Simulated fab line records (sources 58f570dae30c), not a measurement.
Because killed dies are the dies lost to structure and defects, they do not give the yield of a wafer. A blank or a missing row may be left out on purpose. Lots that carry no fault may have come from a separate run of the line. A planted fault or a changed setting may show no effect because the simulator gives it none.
Split-lot experiment -- flow berkeley cmos170 -- on a route of 331 steps: 5 lots, 23 wafers read

== ON THE SPLIT ==
At UCB170_SCREENOX_OXIDATION_01 (target thk 14.4 nm, ox time 2400 s), the setting temp c was moved away from the recipe's 900 C on 20 of the 23 wafers read, by -2.7% to +2.0%. All remaining wafers had this setting at the recipe value.

Between the split and the reading, the file records no step.

== THE READING ==
SCREENOX_OXIDE_THK in nanometres, read at UCB170_SCREENOX_THK_MEAS_02. A value of 14.5 nm with a standard deviation of 0.41 nm is what fault-free wafers of this fab line usually give.

wafer,"tool, chamber at the split","temp c as run, C",against the recipe,"SCREENOX_OXIDE_THK, nm",against lot-mates on the recipe
L075.1,"-, -",909.3,+1.0%,16.3,no lot-mate on the recipe
L075.2,"-, -",909.3,+1.0%,16.1,no lot-mate on the recipe
L075.3,"-, -",909.3,+1.0%,16.0,no lot-mate on the recipe
L075.4,"-, -",909.3,+1.0%,16.3,no lot-mate on the recipe
L075.5,"-, -",909.3,+1.0%,16.3,no lot-mate on the recipe
L080.1,"-, -",918.2,+2.0%,17.4,no lot-mate on the recipe
L080.2,"-, -",918.2,+2.0%,17.7,no lot-mate on the recipe
L080.4,"-, -",918.2,+2.0%,17.4,no lot-mate on the recipe
L080.5,"-, -",918.2,+2.0%,17.6,no lot-mate on the recipe
L080.6,"-, -",918.2,+2.0%,17.6,no lot-mate on the recipe
L084.1,"-, -",875.3,-2.7%,11.3,no lot-mate on the recipe
L084.3,"-, -",875.3,-2.7%,11.4,no lot-mate on the recipe
L084.4,"-, -",875.3,-2.7%,11.4,no lot-mate on the recipe
L084.5,"-, -",875.3,-2.7%,11.4,no lot-mate on the recipe
L084.6,"-, -",875.3,-2.7%,11.5,no lot-mate on the recipe
L081.3,"furnace-02, 0",900,recipe,15.4,-
L081.5,"furnace-02, 0",900,recipe,15.2,-
L081.6,"furnace-02, 0",900,recipe,15.5,-
L083.1,"-, -",879.8,-2.2%,11.9,no lot-mate on the recipe
L083.2,"-, -",879.8,-2.2%,11.7,no lot-mate on the recipe
L083.3,"-, -",879.8,-2.2%,12.0,no lot-mate on the recipe
L083.4,"-, -",879.8,-2.2%,12.1,no lot-mate on the recipe
L083.6,"-, -",879.8,-2.2%,11.9,no lot-mate on the recipe

FIT RESULTS
A straight line over all 23 wafers: SCREENOX_OXIDE_THK changes by +1.3 nm for each +1% of temp c; r = +1.00; the points scatter about the line by 0.21 nm.
Too few moved wafers have a lot-mate on the recipe to fit a line with each lot's own level taken away.

== THE WHOLE CHAIN: every reading that the file lists as answering this split, in the file's order ==
step,what it does,reading,change (the file's fit),r (the file's)
UCB170_SCREENOX_OXIDATION_01,"target thk 14.4 nm, ox time 2400 s","SiO2_of_SCREENOX_OXIDATION_01.thk nm (the simulator's own value, which no gauge read)",+1.3 nm for each +1% of the setting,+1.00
UCB170_SCREENOX_THK_MEAS_02,,SCREENOX_OXIDE_THK,+1.3 for each +1% of the setting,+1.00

== THE FILE'S OWN FIT ==
SCREENOX_OXIDE_THK changes by +1.3 nm for each +1% of temp c, r = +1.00.
